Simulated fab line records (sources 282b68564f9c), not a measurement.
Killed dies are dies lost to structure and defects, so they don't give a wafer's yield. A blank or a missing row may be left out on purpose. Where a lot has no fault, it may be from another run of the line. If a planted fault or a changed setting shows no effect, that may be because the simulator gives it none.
Comparing a struck lot with a sound one | flow rit-cmos | 15 out of 202 route steps
Sound: the wafers L713.2, L713.3, L713.6. Wafers L711.2, L711.5, L711.6 were the ones struck. The cause is given at the end.
For every step that has rows: the tool of each side, followed by ch and its chambers, followed by its first start. Under that, the readings that differ: sound wafers | struck wafers | difference of the means | sigmas: that difference in standard deviations of wafers without a fault.
alike: a reading whose means differ by less than 2 such deviations, as well as words and numbers matching on both sides. not compared: withheld readings; readings where some wafer has no value; bounds like >300 that might hide an equal value; numbers whose values overlap and for which the record gives no deviation.
A row with sigmas, a row that says differs or no value, or rows on one side alone: a step with any of these is where the two part. Non-overlapping numbers with no deviation appear without sigmas and do not part them. A reading missing from all wafers of one side parts the sides only when that side holds two or more wafers.

RIT_GATE_THK_MEAS_07:
  sound: film-metro-01 at day 4 08:07; struck: film-metro-04 at day 3 21:33
  alike: GATE_OXIDE_THK
then, 1 step without rows for these wafers: RIT_GATE_CVD_08 (deposits poly-Si from SiH4, target thk 250 nm, time 2220 s).
RIT_GATE_THK_MEAS_09:
  sound: film-metro-03 at day 4 09:48; struck: film-metro-04 at day 3 23:13
  alike: GATE_POLY_THK
then, 6 steps without rows for these wafers: RIT_GATE_HMDS_10 (prime time 60 s); RIT_GATE_COAT_11 (resist thk 850 nm); RIT_GATE_SOFTBAKE_12 (time 60 s); RIT_GATE_EXPOSE_13 (exposes mask M6, target cd 150 nm); RIT_GATE_PEB_14; RIT_GATE_DEVELOP_15 (develop time 50 s).
RIT_GATE_CD_MEAS_16: the cd target is 150 nm.
  sound: cd-sem-01 at day 4 10:43; struck: cd-sem-01 at day 4 00:16
  alike: cd-nm
RIT_GATE_OVL_MEAS_17:
  sound: overlay-02 at day 4 10:50; struck: overlay-02 at day 4 00:22
  alike: GATE_OVL
then, 1 step without rows for these wafers: RIT_GATE_HARDBAKE_18 (time 60 s).
RIT_GATE_ETCH_19: etches poly-Si in SF6/CHF3/O2, stops on SiO2, time 165 s, target depth 312.5 nm.
  sound on rie-si-02 ch 0,2,3, day 4 11:01; struck on rie-si-02 ch 0,1,3, day 4 00:33
  no value came back on the struck wafers for any of 6 readings (CHF3_flow_sccm (sccm), O2_flow_sccm (sccm) and others); on the sound wafers CHF3_flow_sccm (sccm) reads 30.04 29.93 30.03
  reading                                     | sound             | struck            | difference | sigmas
  model.NOVOLAK_of_GATE_COAT_11.thk-nm (nm)   | 669.6 668.9 669.7 | 754.6 755.5 753.1 | +85.0      |
  model.SiO2_of_FOX2_OXIDATION_00.thk-nm (nm) | 239.4 239.5 242.3 | 260.6 258.9 267.9 | +22.1      |
  not compared: rf-hours-counter-h
RIT_GATE_STRIP_20: strips in O2, time 180 s.
  sound on plasma-asher-02 ch 0,1, day 4 11:07; struck on plasma-asher-01 ch 0,1, day 4 00:40
  alike: chamber-pressure-mTorr, drypump-motor-current-A
  not compared: rf-hours-counter-h
RIT_GATE_CD_MEAS_90: the cd target is 150 nm.
  sound: cd-sem-02 at day 4 11:19; struck: cd-sem-02 at day 4 00:52
  reading    | sound             | struck | difference                    | sigmas
  cd-nm (nm) | 151.1 151.1 151.3 | - - -  | no value on the struck wafers |

## WHERE THEY PART
First at RIT_GATE_ETCH_19; last, within this record, at RIT_GATE_CD_MEAS_90.

WHY: what had been put in by the simulator
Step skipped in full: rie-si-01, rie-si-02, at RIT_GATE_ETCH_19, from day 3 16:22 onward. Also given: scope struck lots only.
